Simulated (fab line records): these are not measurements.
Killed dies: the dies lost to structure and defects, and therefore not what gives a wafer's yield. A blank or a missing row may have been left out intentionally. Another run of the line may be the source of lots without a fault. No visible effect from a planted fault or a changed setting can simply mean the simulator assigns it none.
fab line records | flow rit-cmos
record: lots: 5 wafers: 15 last-day: 7
route steps=202 shown PSD@150 SDANNEAL@153 NSD@158 PLDD@159 NLDD@160 SILICIDE@161 M1@202
lots untouched by any fault: they come from a run of this same line in which no faults occurred
start-h: start of the lot's first displayed wafer, in hours after the record's first day | wait-h: how many hours have passed since the lot's step before this one | " unchanged from the row above | L1.1+2: a single row standing in for several wafers | - no value present, or no start provided | * or withheld: withheld | < > ~ a bound
route shown NAME@n: names a module that has steps shown in the file, with the first one's number in the route | usual: mean/standard deviation taken from wafers without a fault | same: alike in all rows | chamber/n: place in a boat | sites: per-site readings | _std_site: standard deviation of those values | _edge_site: the outer-site mean with the inner-site mean subtracted | radius-mm: for every site, how far away it sits from the centre of the wafer | mask NAME#n: copy n | behind: the last tool/chamber to shape the wafer | hold: why the lot was held/for how many hours/how that ended | device: whichever transistor did not switch (one of n, p or np) | end of line: tests run on the same wafers once the route is complete | step lacking rows: just its recipe | killed: dies lost to structure and defects at the first sort, not the wafer's yield | map: a wafer's dies, x killed, . not, _ none there
set.NAME: setting as actually run; set.NAME@STEP: the setting as run at that earlier step | model.NAME: the simulator's own value behind a step, which no gauge read
lots at selected steps of the route; one table per step, one row per wafer
services: the hour from which a tool's chamber was out of use, counted from the record's first day as start-h (under 0 if before that day), plus the number of hours and why
== steps ==
step: RIT_PSD_IMPLANT_08
recipe: species: BF2 energy-kev: 27 dose-cm2: 5e+15 tilt-deg: 7
step: RIT_PSD_STRIP_09
recipe: chemistry: O2 time-s: 180 resist: NOVOLAK platen-temp-c: withheld power-w: 500 pressure-mtorr: 4000 o2-flow-sccm: 4000
usual: drypump-motor-current-A: 5.9/0.57 rf-refl-power-W: 5.9/1.5
columns lot.wafer tool chamber start-h wait-h drypump-motor-current-A rf-hours-counter-h rf-refl-power-W
L965.1 plasma-asher-02 1 48.97 0.1 4.9 41 6.7
L965.4 " 1 " " 4.9 - 6.6
L965.6 " 1 " " 4.9 - 6.7
L968.1 plasma-asher-03 1 66.07 0.1 6.1 26 4.0
L968.4 " 1 " " 6.1 - 4.0
L968.6 " 0 " " 4.9 - 8.1
L980.1 plasma-asher-03 1 126.46 0.1 6.1 33 3.9
L980.4 " 1 " " 6.1 - 4.0
L980.6 " 0 " " 4.9 - 7.9
L981.1 plasma-asher-04 1 129.36 0.1 6.4 51 6.4
L981.3 " 1 " " 6.5 - 6.3
L981.4 " 0 " " 5.8 - 4.3
L986.1 plasma-asher-02 1 153.74 0.1 4.9 3 6.5
L986.2 " 0 " " 6.2 3 8.3
L986.6 " 0 " " 6.2 - 8.4
step: RIT_PSD_TW_MEAS_10
usual: PSD_TW: 3390/18
columns lot.wafer tool chamber start-h wait-h PSD_TW
L965.1 film-metro-02 - 49.14 0.1 3385
L965.4 " - " " 3389
L965.6 " - " " 3397
L968.1 film-metro-02 - 66.25 0.1 3412
L968.4 " - " " 3377
L968.6 " - " " 3394
L980.1 film-metro-03 - 126.63 0.1 3427
L980.4 " - " " 3412
L980.6 " - " " 3416
L981.1 film-metro-04 - 129.53 0.1 3394
L981.3 " - " " 3421
L981.4 " - " " 3386
L986.1 film-metro-04 - 153.91 0.1 3361
L986.2 " - " " 3360
L986.6 " - " " 3364
step: RIT_SDANNEAL_CLEAN_00
recipe: chemistry: SC1 mix: 3:3:50 time-s: 600 temp-c: 75
step: RIT_SDANNEAL_CLEAN_01
recipe: chemistry: dHF dilution: 50:1 time-s: 30
step: RIT_SDANNEAL_CLEAN_02
recipe: chemistry: SC2 mix: 3:3:50 time-s: 600 temp-c: 75 dry: n2-spin
step: RIT_SDANNEAL_RTA_03
recipe: temp-c: 1050 time-s: 5 idle-temp-c: 600 ramp-up-c-per-s: 342 ramp-down-c-per-s: 171 cool-to-c: 600 ambient: N2
usual: anneal-temp-c-max: 1054.9/1.3 wafer_temp_C_max: 1053.4/1
columns lot.wafer tool chamber start-h wait-h anneal-temp-c-max wafer_temp_C_max
L965.1 rtp-anneal-01 0 49.57 0.0 1053.8 1054.2
L965.4 " 0 " " 1056.1 1054.1
L965.6 " 0 " " 1053.5 1054.2
L968.1 rtp-anneal-02 0 66.69 0.0 1056.3 1053.4
L968.4 " 0 " " 1056.1 1053.5
L968.6 " 0 " " 1056.9 1052.5
L980.1 rtp-anneal-02 0 127.06 0.0 1053.4 1054.7
L980.4 " 0 " " 1057.1 1053.6
L980.6 " 0 " " 1054.4 1052.7
L981.1 rtp-anneal-01 0 129.99 0.0 1054.6 1054.1
L981.3 " 0 " " 1053.2 1052.7
L981.4 " 0 " " 1053.9 1053.0
L986.1 rtp-anneal-01 0 154.34 0.0 1053.8 1054.5
L986.2 " 0 " " 1052.4 1054.1
L986.6 " 0 " " 1053.3 1052.3
step: RIT_SDANNEAL_RS_MEAS_04
recipe: thk-meas-gauge: four-point-probe
usual: PSD_RS: 115.80/0.26
columns lot.wafer tool chamber start-h wait-h PSD_RS[ohm/sq]
L965.1 film-metro-04 - 49.63 0.0 115.83
L965.4 " - " " 115.65
L965.6 " - " " 115.51
L968.1 film-metro-04 - 66.75 0.0 116.00
L968.4 " - " " 116.30
L968.6 " - " " 116.39
L980.1 film-metro-02 - 127.12 0.0 115.27
L980.4 " - " " 115.30
L980.6 " - " " 115.34
L981.1 film-metro-04 - 130.05 0.0 115.57
L981.3 " - " " 115.75
L981.4 " - " " 115.94
L986.1 film-metro-04 - 154.40 0.0 115.06
L986.2 " - " " 115.66
L986.6 " - " " 115.41
step: RIT_SDANNEAL_RS_MEAS_05
recipe: thk-meas-gauge: four-point-probe
usual: NSD_RS: 84.6/0.3
columns lot.wafer tool chamber start-h wait-h NSD_RS[ohm/sq]
L965.1 film-metro-04 - 49.75 0.1 84.6
L965.4 " - " " 84.4
L965.6 " - " " 84.5
L968.1 film-metro-04 - 66.87 0.1 84.4
L968.4 " - " " 84.4
L968.6 " - " " 84.2
L980.1 film-metro-02 - 127.24 0.1 83.9
L980.4 " - " " 84.4
L980.6 " - " " 84.4
L981.1 film-metro-04 - 130.17 0.1 84.0
L981.3 " - " " 84.2
L981.4 " - " " 84.5
L986.1 film-metro-04 - 154.52 0.1 85.1
L986.2 " - " " 85.3
L986.6 " - " " 85.1
step: RIT_SDANNEAL_RS_MEAS_06
recipe: thk-meas-gauge: four-point-probe
usual: PLDD_RS: 178.5/0.46
columns lot.wafer tool chamber start-h wait-h PLDD_RS[ohm/sq]
L965.1 film-metro-04 - 49.87 0.1 178.4
L965.4 " - " " 178.6
L965.6 " - " " 178.3
L968.1 film-metro-04 - 66.99 0.1 179.4
L968.4 " - " " 178.9
L968.6 " - " " 179.1
L980.1 film-metro-02 - 127.36 0.1 178.0
L980.4 " - " " 177.6
L980.6 " - " " 177.7
L981.1 film-metro-04 - 130.29 0.1 177.7
L981.3 " - " " 178.0
L981.4 " - " " 178.2
L986.1 film-metro-04 - 154.64 0.1 177.3
L986.2 " - " " 177.9
L986.6 " - " " 178.2
step: RIT_SDANNEAL_RS_MEAS_07
recipe: thk-meas-gauge: four-point-probe
usual: NLDD_RS: 151.5/0.55
columns lot.wafer tool chamber start-h wait-h NLDD_RS[ohm/sq]
L965.1 film-metro-04 - 49.99 0.1 151.3
L965.4 " - " " 151.3
L965.6 " - " " 151.4
L968.1 film-metro-04 - 67.11 0.1 151.5
L968.4 " - " " 151.1
L968.6 " - " " 151.4
L980.1 film-metro-02 - 127.48 0.1 151.0
L980.4 " - " " 151.4
L980.6 " - " " 151.4
L981.1 film-metro-04 - 130.41 0.1 151.5
L981.3 " - " " 150.9
L981.4 " - " " 151.0
L986.1 film-metro-04 - 154.76 0.1 152.2
L986.2 " - " " 152.7
L986.6 " - " " 152.5
step: RIT_SILICIDE_WET_ETCH_00
recipe: chemistry: BOE target: SiO2 target-depth-nm: 14 time-s: 15 dry: n2-spin dilution: 10:1 temp-c: 21.5
step: RIT_SILICIDE_SPUTTER_01
recipe: material: Ti target-thk-nm: 30 power-w: 350 chamber-pressure-pa: 0.667 gas: Ar time-s: 240 substrate-temp-c: 25
usual: throttle-valve-pct: 30.2/1.2
columns lot.wafer tool chamber start-h wait-h throttle-valve-pct model.Ti_of_SILICIDE_SPUTTER_01.thk-nm
L965.1 pvd-sputter-02 - 50.12 0.0 30.9 29.84
L965.4 " - " " 31.9 29.37
L965.6 " - " " 31.4 29.46
L968.1 pvd-sputter-01 - 67.24 0.0 29.8 30.64
L968.4 " - " " 30.4 29.96
L968.6 " - " " 29.9 30.68
L980.1 pvd-sputter-02 - 127.61 0.0 31.9 30.08
L980.4 " - " " 31.1 25.28
L980.6 " - " " 31.9 29.89
L981.1 pvd-sputter-03 - 130.54 0.0 28.5 29.66
L981.3 " - " " 31.2 30.11
L981.4 " - " " 29.5 30.2
L986.1 pvd-sputter-01 - 154.89 0.0 30.5 29.53
L986.2 " - " " 29.9 30.02
L986.6 " - " " 30.5 29.53
step: RIT_SILICIDE_RS_MEAS_02
recipe: thk-meas-gauge: four-point-probe reads: Ti_of_SILICIDE_SPUTTER_01
usual: SILICIDE_TI_RS: 47.7/0.75
columns lot.wafer tool chamber start-h wait-h SILICIDE_TI_RS[ohm/sq]
L965.1 film-metro-03 - 50.27 0.1 48.3
L965.4 " - " " 49.2
L965.6 " - " " 49.0
L968.1 film-metro-02 - 67.39 0.1 46.6
L968.4 " - " " 47.9
L968.6 " - " " 46.4
L980.1 film-metro-01 - 127.76 0.1 47.7
L980.4 " - " " 59.4
L980.6 " - " " 48.1
L981.1 film-metro-01 - 130.69 0.1 48.6
L981.3 " - " " 47.6
L981.4 " - " " 47.5
L986.1 film-metro-01 - 155.04 0.1 48.8
L986.2 " - " " 47.8
L986.6 " - " " 48.8
step: RIT_SILICIDE_THK_MEAS_03
recipe: thk-meas-gauge: xrf reads: Ti_of_SILICIDE_SPUTTER_01
usual: SILICIDE_TI_THK: 29.9/0.42
columns lot.wafer tool chamber start-h wait-h SILICIDE_TI_THK[nm]
L965.1 film-metro-03 - 50.39 0.1 29.9
L965.4 " - " " 29.2
L965.6 " - " " 29.4
L968.1 film-metro-02 - 67.51 0.1 30.6
L968.4 " - " " 30.0
L968.6 " - " " 30.7
L980.1 film-metro-01 - 127.88 0.1 29.7
L980.4 " - " " 25.1
L980.6 " - " " 29.6
L981.1 film-metro-01 - 130.81 0.1 29.3
L981.3 " - " " 29.8
L981.4 " - " " 29.7
L986.1 film-metro-01 - 155.16 0.1 29.2
L986.2 " - " " 29.8
L986.6 " - " " 29.2
step: RIT_SILICIDE_RTA_04
recipe: temp-c: 650 time-s: 10 idle-temp-c: 25 ramp-up-s: 5 ramp-down-s: 5 cool-to-c: 25 ambient: N2
usual: anneal-temp-c-max: 653.1/0.73 wafer_temp_C_max: 654.5/1.3
columns lot.wafer tool chamber start-h wait-h anneal-temp-c-max wafer_temp_C_max
L965.1 rtp-anneal-02 0 50.45 0.1 653.0 654.3
L965.4 " 0 " " 652.9 654.0
L965.6 " 0 " " 653.4 653.0
L968.1 rtp-anneal-01 0 67.57 0.1 652.4 656.2
L968.4 " 0 " " 652.4 656.3
L968.6 " 0 " " 652.2 654.9
L980.1 rtp-anneal-01 0 127.94 0.1 652.7 654.3
L980.4 " 0 " " 653.2 655.1
L980.6 " 0 " " 652.2 655.6
L981.1 rtp-anneal-02 0 130.87 0.1 654.3 653.4
L981.3 " 0 " " 653.9 653.2
L981.4 " 0 " " 652.9 652.8
L986.1 rtp-anneal-02 0 155.22 0.1 653.9 654.3
L986.2 " 0 " " 654.5 653.4
L986.6 " 0 " " 653.5 652.9
step: RIT_M1_PROBE_99
usual: killed_at_M0_to_M3: 0.0/0.16 killed-at-contacts: 0.1/0.3 killed-at-front-end: 7.1/3 killed-dies: 7.3/3 killed-open: 3.6/2 killed-short: 3.5/1.9
same: gross-dies: 264 killed_at_M4_up: 0 killed-at-back-side: 0 killed-at-other: 0
columns lot.wafer tool chamber start-h wait-h killed_at_M0_to_M3 killed-at-contacts killed-at-front-end killed-dies killed-open killed-short model.etest.npoly-line.line-ohm-um model.etest.ppoly-line.line-ohm-um model.etest.contact-nplus.end-ohm-um model.etest.contact-pplus.end-ohm-um model.etest.ppoly-line.width-nm model.etest.npoly-line.width-nm model.etest.npoly-line.rs-ohm-sq model.etest.ppoly-line.rs-ohm-sq
L965.1 prober-01 - 56.91 0.1 0 0 8 8 4 3 164 160.6 41.87 44.96 103.6 102.9 17.12 16.67
L965.4 prober-01 - 57.06 0.2 0 0 17 17 8 8 168 161.7 41.4 44.52 104.4 104.3 17.41 16.81
L965.6 prober-01 - 57.16 0.2 0 0 7 7 1 6 166.1 164 41.78 45.36 104.5 104.2 17.2 16.71
L968.1 prober-02 - 74.46 0.1 0 0 8 8 2 6 161.8 153.7 42 45.25 105.4 103.4 16.71 16.09
L968.4 prober-02 - 74.61 0.2 0 0 9 9 6 3 159.2 155.3 40.12 44.3 105.8 105.2 16.89 16.34
L968.6 prober-02 - 74.71 0.2 1 0 6 7 2 4 163.1 152.4 41.76 43.87 104 103 16.69 16.03
L980.1 prober-02 - 134.51 0.1 0 0 5 5 2 3 170.5 162.7 41.58 45.38 101.4 100.7 16.93 16.41
L980.4 prober-02 - 134.66 0.2 1 0 5 6 1 5 191.6 182.4 37.05 39.42 102.2 101.4 19.52 18.61
L980.6 prober-02 - 134.76 0.2 0 0 6 6 4 2 172.3 166.6 40.99 44.36 99.85 99.07 17.18 16.49
L981.1 prober-01 - 138.37 0.1 0 0 5 5 4 1 168.3 161.4 41.23 43.06 103.3 103.5 17.25 16.79
L981.3 prober-01 - 138.47 0.2 0 0 6 6 5 1 168.6 159.9 42.19 43.1 102.6 101.3 16.99 16.5
L981.4 prober-01 - 138.52 0.2 0 0 4 4 1 3 165.3 159.2 42.51 42.51 103.1 102.5 16.8 16.48
L986.1 prober-02 - 161.63 0.1 0 0 8 8 5 3 170 162.2 44.25 44.15 103.5 101.7 17.02 16.7
L986.2 prober-02 - 161.68 0.1 0 0 5 5 3 2 165.7 158.2 43.05 44.93 103.2 102.7 16.9 16.44
L986.6 prober-02 - 161.88 0.2 0 1 13 14 8 6 169.6 161.6 42.32 46.11 102.1 101.3 17.11 16.52
killed by level:class
L965.1 GATE:geometric-particle:short=2 GATE:geometric-particle:open=2 FOX2:geometric-particle:open=1 FOX2:geometric-particle:short=1 GATE:coat-microbubble-printed=1 REOX:geometric-particle:open=1
L965.4 REOX:geometric-particle:short=3 FOX2:geometric-particle:open=2 GATE:geometric-particle:short=2 SPACER:geometric-particle:short=2 REOX:geometric-particle:open=2 SPACER:geometric-particle:open=2 FOX1:geometric-particle:open=1 GATE:geometric-particle:open=1
L965.6 GATE:geometric-particle:short=3 SPACER:geometric-particle:short=2 FOX2:geometric-particle:open=1 REOX:geometric-particle:short=1
L968.1 REOX:geometric-particle:short=3 FOX1:geometric-particle:short=1 GATE:geometric-particle:open=1 GATE:geometric-particle:short=1 SPACER:geometric-particle:open=1 SPACER:geometric-particle:short=1
L968.4 GATE:geometric-particle:open=3 REOX:geometric-particle:short=2 FOX1:geometric-particle:open=1 GATE:geometric-particle:short=1 REOX:geometric-particle:open=1 SPACER:geometric-particle:open=1
L968.6 GATE:geometric-particle:short=2 FOX1:geometric-particle:open=1 FOX2:geometric-particle:short=1 GATE:geometric-particle:open=1 REOX:geometric-particle:short=1 M1:coat-microbubble-printed=1
L980.1 GATE:geometric-particle:open=2 FOX1:geometric-particle:short=1 SPACER:geometric-particle:short=1 SILICIDE:geometric-particle:short=1
L980.4 GATE:geometric-particle:short=2 SPACER:geometric-particle:short=2 FOX1:geometric-particle:short=1 M1:geometric-particle:open=1
L980.6 GATE:geometric-particle:open=3 SILICIDE:geometric-particle:short=2 FOX1:geometric-particle:open=1
L981.1 GATE:geometric-particle:open=3 FOX1:geometric-particle:open=1 FOX1:geometric-particle:short=1
L981.3 GATE:geometric-particle:open=2 FOX2:geometric-particle:open=1 REOX:geometric-particle:open=1 SPACER:geometric-particle:short=1 SPACER:geometric-particle:open=1
L981.4 GATE:geometric-particle:short=2 GATE:geometric-particle:open=1 REOX:geometric-particle:short=1
L986.1 FOX1:geometric-particle:open=1 FOX1:geometric-particle:short=1 FOX2:geometric-particle:open=1 GATE:geometric-particle:short=1 REOX:geometric-particle:open=1 SPACER:geometric-particle:open=1 SILICIDE:geometric-particle:short=1 SILICIDE:geometric-particle:open=1
L986.2 FOX1:geometric-particle:open=1 GATE:geometric-particle:short=1 GATE:geometric-particle:open=1 SILICIDE:geometric-particle:short=1 SILICIDE:geometric-particle:open=1
L986.6 FOX1:geometric-particle:open=2 GATE:geometric-particle:open=2 GATE:geometric-particle:short=2 REOX:geometric-particle:short=2 SILICIDE:geometric-particle:open=2 ACTIVE:geometric-particle:short=1 FOX1:geometric-particle:short=1 REOX:geometric-particle:open=1
== services ==
columns tool chamber start-h hours kind
pvd-sputter-01 - 41.12 1.0 repair
plasma-asher-03 - 44.61 4.5 repair
pvd-sputter-03 - 73.85 2.0 repair
plasma-asher-02 - 108.75 9.0 pm
plasma-asher-02 0 108.75 9.0 vent-cycle
plasma-asher-02 1 108.75 9.0 vent-cycle
plasma-asher-03 - 110.13 0.6 repair
plasma-asher-02 0 117.75 - clean
plasma-asher-02 1 117.75 - clean
plasma-asher-02 - 120.17 14.6 pm
pvd-sputter-01 - 129.90 4.9 repair
pvd-sputter-02 - 134.37 15.5 repair
rtp-anneal-01 - 149.12 4.0 pm
== key ==
first-sign: step: RIT_SILICIDE_RS_MEAS_02 reading: SILICIDE_TI_RS direction: up sigmas: 16 usual: 47.7 struck: 59.4
effect: step: RIT_SILICIDE_THK_MEAS_03 reading: SILICIDE_TI_THK direction: down sigmas: 11 usual: 29.9 struck: 25.1
model-effect: step: RIT_SILICIDE_SPUTTER_01 value: Ti_of_SILICIDE_SPUTTER_01.thk-nm without: 30.12 struck: 25.28
model-effect: step: RIT_M1_PROBE_99 value: etest.npoly-line.line-ohm-um without: 173.7 struck: 191.6
met-at RIT_SILICIDE_SPUTTER_01
struck-wafers L980.4
tester-left-out L980
onset-between 50.12 127.61
fault: kind: process-parameter-drift tool: pvd-sputter-02 chamber: - onset-h: 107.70 steps: RIT_SILICIDE_SPUTTER_01 channel: target-thk-nm offset: -4.8377 shape: step end-h: 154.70 acts-in: these-recipes-only stated: 30 scope: struck-wafers-only
tester-left-out: of these lots the tester's yield and bins aren't shown, on N5 and GAA mostly nor the transistor test; their killed dies are dies lost to structure and defects alone, not to doping, threshold or leakage, so they don't give the yield
